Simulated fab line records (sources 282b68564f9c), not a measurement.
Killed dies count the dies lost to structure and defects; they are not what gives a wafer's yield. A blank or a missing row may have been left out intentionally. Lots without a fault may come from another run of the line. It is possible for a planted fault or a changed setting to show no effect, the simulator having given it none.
fab line records || flow rit-cmos
record {"lots": 6, "wafers": 18, "last-day": 7}
route steps=202 shown NWELL@38 PWELL@39 WELLDRIVE@50
lots that met no fault: taken from a fault-free run of the same line
start-h: hours from the record's opening day to when the first of the lot's shown wafers began || wait-h: hours elapsed since this lot's preceding step || " same as the row above || L1.1+2: a single row standing in for several wafers || - value missing, or start not given || * or withheld: withheld || < > ~ a bound
route shown NAME@n: a module of which the file shows steps, and the number in the route of the first || usual: mean/standard deviation taken from wafers without a fault || same: alike in all rows || chamber/n: place in a boat || sites: the reading at each site || _std_site: standard deviation across them || _edge_site: inner sites' mean taken away from outer sites' mean || radius-mm: for every site, how far away it sits from the centre of the wafer || mask NAME#n: copy n || behind: tool/chamber where the wafer was last shaped || hold: reason for holding the lot/hours on hold/outcome of the hold || device: which transistor (n, p or np) failed to switch || end of line: the tests these same wafers got at the end of their route || a step with no rows: only its recipe || killed: at the first sort, the dies lost to defects and structure; wafer yield is something else || map: dies across one wafer; x = killed, . = not, _ = none there
set.NAME: the run value of the setting; set.NAME@STEP: its run value at that earlier step || model.NAME: the simulator's own value behind a step, which no gauge read
a table for each step, a row for each wafer; lots at some steps of the route
services: the hour from which a tool's chamber was out of use, counted from the record's first day as start-h (under 0 if before that day), plus the number of hours and why
## steps
# step RIT_NWELL_TW_MEAS_10
# usual {"NWELL_TW": "2140/13"}
{"lot.wafer": "L476.2", "tool": "film-metro-02", "chamber": "-", "start-h": 36.11, "wait-h": 0.1, "NWELL_TW": 2141}
{"lot.wafer": "L476.3", "tool": "film-metro-02", "chamber": "-", "start-h": 36.11, "wait-h": 0.1, "NWELL_TW": 2147}
{"lot.wafer": "L476.6", "tool": "film-metro-02", "chamber": "-", "start-h": 36.11, "wait-h": 0.1, "NWELL_TW": 2143}
{"lot.wafer": "L482.1", "tool": "film-metro-04", "chamber": "-", "start-h": 71.05, "wait-h": 0.1, "NWELL_TW": 2129}
{"lot.wafer": "L482.4", "tool": "film-metro-04", "chamber": "-", "start-h": 71.05, "wait-h": 0.1, "NWELL_TW": 2146}
{"lot.wafer": "L482.5", "tool": "film-metro-04", "chamber": "-", "start-h": 71.05, "wait-h": 0.1, "NWELL_TW": 2143}
{"lot.wafer": "L483.2", "tool": "film-metro-02", "chamber": "-", "start-h": 72.31, "wait-h": 0.1, "NWELL_TW": 2132}
{"lot.wafer": "L483.5", "tool": "film-metro-02", "chamber": "-", "start-h": 72.31, "wait-h": 0.1, "NWELL_TW": 2119}
{"lot.wafer": "L483.6", "tool": "film-metro-02", "chamber": "-", "start-h": 72.31, "wait-h": 0.1, "NWELL_TW": 2121}
{"lot.wafer": "L492.1", "tool": "film-metro-01", "chamber": "-", "start-h": 116.33, "wait-h": 0.1, "NWELL_TW": 2123}
{"lot.wafer": "L492.4", "tool": "film-metro-01", "chamber": "-", "start-h": 116.33, "wait-h": 0.1, "NWELL_TW": 2117}
{"lot.wafer": "L492.5", "tool": "film-metro-01", "chamber": "-", "start-h": 116.33, "wait-h": 0.1, "NWELL_TW": 2126}
{"lot.wafer": "L494.3", "tool": "film-metro-02", "chamber": "-", "start-h": 127.52, "wait-h": 0.1, "NWELL_TW": 2135}
{"lot.wafer": "L494.5", "tool": "film-metro-02", "chamber": "-", "start-h": 127.52, "wait-h": 0.1, "NWELL_TW": 2134}
{"lot.wafer": "L494.6", "tool": "film-metro-02", "chamber": "-", "start-h": 127.52, "wait-h": 0.1, "NWELL_TW": 2136}
{"lot.wafer": "L495.1", "tool": "film-metro-01", "chamber": "-", "start-h": 132.55, "wait-h": 0.1, "NWELL_TW": 2136}
{"lot.wafer": "L495.3", "tool": "film-metro-01", "chamber": "-", "start-h": 132.55, "wait-h": 0.1, "NWELL_TW": 2150}
{"lot.wafer": "L495.6", "tool": "film-metro-01", "chamber": "-", "start-h": 132.55, "wait-h": 0.1, "NWELL_TW": 2137}
# step RIT_PWELL_HMDS_00
# recipe {"prime-time-s": 60, "prime-temp-c": 140}
# step RIT_PWELL_COAT_01
# recipe {"resist": "NOVOLAK", "spin-rpm": 2000, "resist-thk-nm": 1300}
# step RIT_PWELL_SOFTBAKE_02
# recipe {"resist": "NOVOLAK", "temp-c": 90, "time-s": 60}
# step RIT_PWELL_EXPOSE_03
# recipe {"mask-id": "M3", "na": 0.57, "target-cd-nm": 43700, "dose-mj": 250}
# step RIT_PWELL_PEB_04
# recipe {"resist": "NOVOLAK", "temp-c": "withheld", "time-s": "withheld"}
# step RIT_PWELL_DEVELOP_05
# recipe {"resist": "NOVOLAK", "develop-time-s": 68, "dev-temp-c": 23}
# step RIT_PWELL_OVL_MEAS_06
# usual {"PWELL_OVL": "-0.4/1.8"}
{"lot.wafer": "L476.2", "tool": "overlay-02", "chamber": "-", "start-h": 37.35, "wait-h": "-", "PWELL_OVL[nm]": 1.9}
{"lot.wafer": "L476.3", "tool": "overlay-02", "chamber": "-", "start-h": 37.35, "wait-h": "-", "PWELL_OVL[nm]": 1.2}
{"lot.wafer": "L476.6", "tool": "overlay-02", "chamber": "-", "start-h": 37.35, "wait-h": "-", "PWELL_OVL[nm]": 1.3}
{"lot.wafer": "L482.1", "tool": "overlay-01", "chamber": "-", "start-h": 72.13, "wait-h": "-", "PWELL_OVL[nm]": 0.4}
{"lot.wafer": "L482.4", "tool": "overlay-01", "chamber": "-", "start-h": 72.13, "wait-h": "-", "PWELL_OVL[nm]": 1.6}
{"lot.wafer": "L482.5", "tool": "overlay-01", "chamber": "-", "start-h": 72.13, "wait-h": "-", "PWELL_OVL[nm]": 3.5}
{"lot.wafer": "L483.2", "tool": "overlay-02", "chamber": "-", "start-h": 73.37, "wait-h": "-", "PWELL_OVL[nm]": -1.4}
{"lot.wafer": "L483.5", "tool": "overlay-02", "chamber": "-", "start-h": 73.37, "wait-h": "-", "PWELL_OVL[nm]": -2.6}
{"lot.wafer": "L483.6", "tool": "overlay-02", "chamber": "-", "start-h": 73.37, "wait-h": "-", "PWELL_OVL[nm]": -2.7}
{"lot.wafer": "L492.1", "tool": "overlay-01", "chamber": "-", "start-h": 117.39, "wait-h": "-", "PWELL_OVL[nm]": 0.3}
{"lot.wafer": "L492.4", "tool": "overlay-01", "chamber": "-", "start-h": 117.39, "wait-h": "-", "PWELL_OVL[nm]": -0.6}
{"lot.wafer": "L492.5", "tool": "overlay-01", "chamber": "-", "start-h": 117.39, "wait-h": "-", "PWELL_OVL[nm]": -1.0}
{"lot.wafer": "L494.3", "tool": "overlay-01", "chamber": "-", "start-h": 128.45, "wait-h": "-", "PWELL_OVL[nm]": -1.4}
{"lot.wafer": "L494.5", "tool": "overlay-01", "chamber": "-", "start-h": 128.45, "wait-h": "-", "PWELL_OVL[nm]": -1.4}
{"lot.wafer": "L494.6", "tool": "overlay-01", "chamber": "-", "start-h": 128.45, "wait-h": "-", "PWELL_OVL[nm]": -1.4}
{"lot.wafer": "L495.1", "tool": "overlay-01", "chamber": "-", "start-h": 133.61, "wait-h": "-", "PWELL_OVL[nm]": 2.3}
{"lot.wafer": "L495.3", "tool": "overlay-01", "chamber": "-", "start-h": 133.61, "wait-h": "-", "PWELL_OVL[nm]": 0.6}
{"lot.wafer": "L495.6", "tool": "overlay-01", "chamber": "-", "start-h": 133.61, "wait-h": "-", "PWELL_OVL[nm]": 0.9}
# step RIT_PWELL_HARDBAKE_07
# recipe {"resist": "NOVOLAK", "temp-c": 140, "time-s": 120}
# step RIT_PWELL_IMPLANT_08
# recipe {"species": "B", "energy-kev": 170, "dose-cm2": 7e+13, "tilt-deg": 7}
# step RIT_PWELL_STRIP_09
# recipe {"chemistry": "O2", "time-s": 180, "resist": "NOVOLAK", "platen-temp-c": "withheld", "power-w": 500, "pressure-mtorr": 4000, "o2-flow-sccm": 4000}
# usual {"drypump-motor-current-A": "5.6/0.38"}
{"lot.wafer": "L476.2", "tool": "plasma-asher-04", "chamber": 1, "start-h": 37.78, "wait-h": 0.1, "drypump-motor-current-A": 5.3, "rf-hours-counter-h": 41}
{"lot.wafer": "L476.3", "tool": "plasma-asher-04", "chamber": 0, "start-h": 37.78, "wait-h": 0.1, "drypump-motor-current-A": 6.0, "rf-hours-counter-h": "-"}
{"lot.wafer": "L476.6", "tool": "plasma-asher-04", "chamber": 1, "start-h": 37.78, "wait-h": 0.1, "drypump-motor-current-A": 5.3, "rf-hours-counter-h": "-"}
{"lot.wafer": "L482.1", "tool": "plasma-asher-01", "chamber": 1, "start-h": 72.56, "wait-h": 0.1, "drypump-motor-current-A": 5.0, "rf-hours-counter-h": 40}
{"lot.wafer": "L482.4", "tool": "plasma-asher-01", "chamber": 0, "start-h": 72.56, "wait-h": 0.1, "drypump-motor-current-A": 6.6, "rf-hours-counter-h": "-"}
{"lot.wafer": "L482.5", "tool": "plasma-asher-01", "chamber": 0, "start-h": 72.56, "wait-h": 0.1, "drypump-motor-current-A": 6.6, "rf-hours-counter-h": "-"}
{"lot.wafer": "L483.2", "tool": "plasma-asher-04", "chamber": 0, "start-h": 73.80, "wait-h": 0.1, "drypump-motor-current-A": 6.0, "rf-hours-counter-h": 44}
{"lot.wafer": "L483.5", "tool": "plasma-asher-04", "chamber": 1, "start-h": 73.80, "wait-h": 0.1, "drypump-motor-current-A": 5.4, "rf-hours-counter-h": "-"}
{"lot.wafer": "L483.6", "tool": "plasma-asher-04", "chamber": 0, "start-h": 73.80, "wait-h": 0.1, "drypump-motor-current-A": 6.0, "rf-hours-counter-h": "-"}
{"lot.wafer": "L492.1", "tool": "plasma-asher-03", "chamber": 1, "start-h": 117.83, "wait-h": 0.1, "drypump-motor-current-A": 5.5, "rf-hours-counter-h": 35}
{"lot.wafer": "L492.4", "tool": "plasma-asher-03", "chamber": 0, "start-h": 117.83, "wait-h": 0.1, "drypump-motor-current-A": 5.6, "rf-hours-counter-h": "-"}
{"lot.wafer": "L492.5", "tool": "plasma-asher-03", "chamber": 1, "start-h": 117.83, "wait-h": 0.1, "drypump-motor-current-A": 5.5, "rf-hours-counter-h": "-"}
{"lot.wafer": "L494.3", "tool": "plasma-asher-04", "chamber": 1, "start-h": 128.94, "wait-h": 0.1, "drypump-motor-current-A": 5.3, "rf-hours-counter-h": "-"}
{"lot.wafer": "L494.5", "tool": "plasma-asher-04", "chamber": 1, "start-h": 128.94, "wait-h": 0.1, "drypump-motor-current-A": 5.4, "rf-hours-counter-h": "-"}
{"lot.wafer": "L494.6", "tool": "plasma-asher-04", "chamber": 0, "start-h": 128.94, "wait-h": 0.1, "drypump-motor-current-A": 6.0, "rf-hours-counter-h": "-"}
{"lot.wafer": "L495.1", "tool": "plasma-asher-03", "chamber": 0, "start-h": 134.05, "wait-h": 0.1, "drypump-motor-current-A": 5.5, "rf-hours-counter-h": 37}
{"lot.wafer": "L495.3", "tool": "plasma-asher-03", "chamber": 1, "start-h": 134.05, "wait-h": 0.1, "drypump-motor-current-A": 5.5, "rf-hours-counter-h": "-"}
{"lot.wafer": "L495.6", "tool": "plasma-asher-03", "chamber": 1, "start-h": 134.05, "wait-h": 0.1, "drypump-motor-current-A": 5.5, "rf-hours-counter-h": "-"}
# step RIT_PWELL_TW_MEAS_10
# usual {"PWELL_TW": "946/4.6"}
{"lot.wafer": "L476.2", "tool": "film-metro-01", "chamber": "-", "start-h": 37.97, "wait-h": 0.1, "PWELL_TW": 944}
{"lot.wafer": "L476.3", "tool": "film-metro-01", "chamber": "-", "start-h": 37.97, "wait-h": 0.1, "PWELL_TW": 952}
{"lot.wafer": "L476.6", "tool": "film-metro-01", "chamber": "-", "start-h": 37.97, "wait-h": 0.1, "PWELL_TW": 946}
{"lot.wafer": "L482.1", "tool": "film-metro-01", "chamber": "-", "start-h": 72.74, "wait-h": 0.1, "PWELL_TW": 947}
{"lot.wafer": "L482.4", "tool": "film-metro-01", "chamber": "-", "start-h": 72.74, "wait-h": 0.1, "PWELL_TW": 940}
{"lot.wafer": "L482.5", "tool": "film-metro-01", "chamber": "-", "start-h": 72.74, "wait-h": 0.1, "PWELL_TW": 945}
{"lot.wafer": "L483.2", "tool": "film-metro-02", "chamber": "-", "start-h": 73.98, "wait-h": 0.1, "PWELL_TW": 948}
{"lot.wafer": "L483.5", "tool": "film-metro-02", "chamber": "-", "start-h": 73.98, "wait-h": 0.1, "PWELL_TW": 947}
{"lot.wafer": "L483.6", "tool": "film-metro-02", "chamber": "-", "start-h": 73.98, "wait-h": 0.1, "PWELL_TW": 948}
{"lot.wafer": "L492.1", "tool": "film-metro-01", "chamber": "-", "start-h": 118.00, "wait-h": 0.1, "PWELL_TW": 939}
{"lot.wafer": "L492.4", "tool": "film-metro-01", "chamber": "-", "start-h": 118.00, "wait-h": 0.1, "PWELL_TW": 948}
{"lot.wafer": "L492.5", "tool": "film-metro-01", "chamber": "-", "start-h": 118.00, "wait-h": 0.1, "PWELL_TW": 946}
{"lot.wafer": "L494.3", "tool": "film-metro-04", "chamber": "-", "start-h": 129.07, "wait-h": 0.1, "PWELL_TW": 953}
{"lot.wafer": "L494.5", "tool": "film-metro-04", "chamber": "-", "start-h": 129.07, "wait-h": 0.1, "PWELL_TW": 950}
{"lot.wafer": "L494.6", "tool": "film-metro-04", "chamber": "-", "start-h": 129.07, "wait-h": 0.1, "PWELL_TW": 944}
{"lot.wafer": "L495.1", "tool": "film-metro-02", "chamber": "-", "start-h": 134.22, "wait-h": 0.1, "PWELL_TW": 946}
{"lot.wafer": "L495.3", "tool": "film-metro-02", "chamber": "-", "start-h": 134.22, "wait-h": 0.1, "PWELL_TW": 944}
{"lot.wafer": "L495.6", "tool": "film-metro-02", "chamber": "-", "start-h": 134.22, "wait-h": 0.1, "PWELL_TW": 944}
# step RIT_WELLDRIVE_ANNEAL_00
# recipe {"temp-c": 1100, "time-s": 14700, "ambient": "N2"}
# usual {"run-length-s": "18264/9.9", "spike-tc-centre-C": "1102.1/1.3"}
{"lot.wafer": "L476.2", "tool": "furnace-04", "chamber": 0, "start-h": 38.44, "wait-h": 0.5, "run-length-s": 18270, "spike-tc-centre-C": 1102.3}
{"lot.wafer": "L476.3", "tool": "furnace-04", "chamber": 0, "start-h": 38.44, "wait-h": 0.5, "run-length-s": 18270, "spike-tc-centre-C": 1103.9}
{"lot.wafer": "L476.6", "tool": "furnace-04", "chamber": 0, "start-h": 38.44, "wait-h": 0.5, "run-length-s": 18270, "spike-tc-centre-C": 1102.4}
{"lot.wafer": "L482.1", "tool": "furnace-03", "chamber": "-", "start-h": 72.80, "wait-h": 0.1, "run-length-s": "-", "spike-tc-centre-C": "-"}
{"lot.wafer": "L482.4", "tool": "furnace-03", "chamber": "-", "start-h": 72.80, "wait-h": 0.1, "run-length-s": "-", "spike-tc-centre-C": "-"}
{"lot.wafer": "L482.5", "tool": "furnace-03", "chamber": "-", "start-h": 72.80, "wait-h": 0.1, "run-length-s": "-", "spike-tc-centre-C": "-"}
{"lot.wafer": "L483.2", "tool": "furnace-01", "chamber": "-", "start-h": 74.03, "wait-h": 0.0, "run-length-s": "-", "spike-tc-centre-C": "-"}
{"lot.wafer": "L483.5", "tool": "furnace-01", "chamber": "-", "start-h": 74.03, "wait-h": 0.0, "run-length-s": "-", "spike-tc-centre-C": "-"}
{"lot.wafer": "L483.6", "tool": "furnace-01", "chamber": "-", "start-h": 74.03, "wait-h": 0.0, "run-length-s": "-", "spike-tc-centre-C": "-"}
{"lot.wafer": "L492.1", "tool": "furnace-01", "chamber": 0, "start-h": 118.26, "wait-h": 0.2, "run-length-s": 18271, "spike-tc-centre-C": 1102.9}
{"lot.wafer": "L492.4", "tool": "furnace-01", "chamber": 0, "start-h": 118.26, "wait-h": 0.2, "run-length-s": 18271, "spike-tc-centre-C": 1101.8}
{"lot.wafer": "L492.5", "tool": "furnace-01", "chamber": 0, "start-h": 118.26, "wait-h": 0.2, "run-length-s": 18271, "spike-tc-centre-C": 1102.3}
{"lot.wafer": "L494.3", "tool": "furnace-01", "chamber": 0, "start-h": 129.69, "wait-h": 0.6, "run-length-s": 18268, "spike-tc-centre-C": 1100.6}
{"lot.wafer": "L494.5", "tool": "furnace-01", "chamber": 0, "start-h": 129.69, "wait-h": 0.6, "run-length-s": 18268, "spike-tc-centre-C": 1100.4}
{"lot.wafer": "L494.6", "tool": "furnace-01", "chamber": 0, "start-h": 129.69, "wait-h": 0.6, "run-length-s": 18268, "spike-tc-centre-C": 1102.1}
{"lot.wafer": "L495.1", "tool": "furnace-01", "chamber": 0, "start-h": 134.77, "wait-h": 0.5, "run-length-s": 18273, "spike-tc-centre-C": 1103.1}
{"lot.wafer": "L495.3", "tool": "furnace-01", "chamber": 0, "start-h": 134.77, "wait-h": 0.5, "run-length-s": 18273, "spike-tc-centre-C": 1102.6}
{"lot.wafer": "L495.6", "tool": "furnace-01", "chamber": 0, "start-h": 134.77, "wait-h": 0.5, "run-length-s": 18273, "spike-tc-centre-C": 1101.5}
## services
{"tool": "furnace-04", "chamber": "-", "start-h": 16.92, "hours": 9.5, "kind": "pm"}
{"tool": "furnace-01", "chamber": "-", "start-h": 36.99, "hours": 2.8, "kind": "pm"}
{"tool": "plasma-asher-04", "chamber": "-", "start-h": 99.22, "hours": 2.8, "kind": "pm"}
{"tool": "plasma-asher-03", "chamber": "-", "start-h": 114.53, "hours": 2.8, "kind": "pm"}
{"tool": "furnace-04", "chamber": "-", "start-h": 127.04, "hours": 3.1, "kind": "pm"}
## key
first-sign {"step": "RIT_WELLDRIVE_ANNEAL_00", "reading": "tool-record", "direction": "missing"}
effect none on later readings
met-at RIT_WELLDRIVE_ANNEAL_00
struck-wafers L482.1,L482.4,L482.5,L483.2,L483.5,L483.6
later-rows-left-out L482.1,L482.4,L482.5,L483.2,L483.5,L483.6
sort-left-out L482.1,L482.4,L482.5,L483.2,L483.5,L483.6
tester-left-out L482,L483
fault {"kind": "skipped-step-whole", "tool": "furnace-01,furnace-03", "chamber": "-", "onset-h": 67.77, "steps": "RIT_WELLDRIVE_ANNEAL_00", "scope": "struck-lots-only"}
# tester-left-out: of these lots the tester's yield and bins aren't shown, on N5 and GAA mostly nor the transistor test; their killed dies are dies lost to structure and defects alone, not to doping, threshold or leakage, so they don't give the yield
# sort-left-out: the simulated sort isn't trusted on such a fault, so these wafers' sort isn't shown, and their yield isn't known
# later-rows-left-out: the simulator's readings of these wafers behind a module that went badly wrong aren't trusted and aren't shown, but for the sort
